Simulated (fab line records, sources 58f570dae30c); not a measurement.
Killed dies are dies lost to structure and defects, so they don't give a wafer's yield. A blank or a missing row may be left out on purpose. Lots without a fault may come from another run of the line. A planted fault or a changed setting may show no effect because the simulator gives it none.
Problem report in the 8D (eight disciplines) form, filled by code | flow berkeley_cmos170 | the parts of the form that need people (team, actions taken, sign-off) are left out

1. THE PROBLEM
oes_product_au at UCB170_GATE_ETCH_14 reads a mean of 1.246 a.u. on 6 wafers of 2 lots; wafers without a fault read 0.999 a.u. with a standard deviation of 0.017. That is +15 standard deviations from the usual mean.
The step: etches BARC in N2/H2.
First seen on wafer L544.2, day 9 17:47, on rie_diel-01. The record holds 18 wafers of 6 lots with a number at this step. Rule for "out", or "out of limits": more than 4 standard deviations from the usual mean. The other wafers with a number count as sound.

2. WHAT IT IS AND WHAT IT IS NOT
question                    | is                     | is not
which readings at this step | oes_product_au         | throttle_valve_pct
which lots                  | L544, L546             | L527, L531, L532, L536
which wafers of those lots  | all that have a number | -
read on which tools         | rie_diel-01            | rie_diel-02, rie_diel-03
when                        | from day 9 17:47       | up to then (12 sound wafers)

3. SUSPECTS, AND WHAT RULES EACH OUT
Counting: a tool at a process step up to the reading stays a suspect if it ran every lot that is out and no sound lot after the first of them.
- rie_diel-01 at UCB170_GATE_ETCH_14 (etches BARC in N2/H2): kept. It ran every lot that is out, first L544 (day 9 17:47), and no sound lot after that; its last sound lot up to then is L527 (day 5 17:11). Its own readings are out on those wafers: oes_product_au.
Left after counting: rie_diel-01 at UCB170_GATE_ETCH_14.

4. THE CAUSE (what the simulator had put in)
Process parameter drift: rie_diel-01, from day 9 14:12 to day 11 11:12, at UCB170_GATE_ETCH_14. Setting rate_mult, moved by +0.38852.
Counting left only this tool.

5. THE CHAIN OF EFFECTS, in route order
Each row: a reading whose mean over the struck wafers that have a number lies more than 3 standard deviations from the usual. Only readings for which the record gives a usual standard deviation are gone through. hours: the time from each lot's start at the first step in this table that gives one to its start at this step, as a median over the lots. sigmas: the change in usual standard deviations.
hours | step                | reading        | usual      | on struck wafers | change | sigmas
0     | UCB170_GATE_ETCH_14 | oes_product_au | 0.999 a.u. | 1.246            | +0.247 | +15
The process steps in it:
- UCB170_GATE_ETCH_14: etches BARC in N2/H2.

6. WHAT WOULD HAVE CAUGHT IT SOONER
In this record the first reading out of limits was taken at day 9 17:47, 4 hours after the fault began at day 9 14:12.
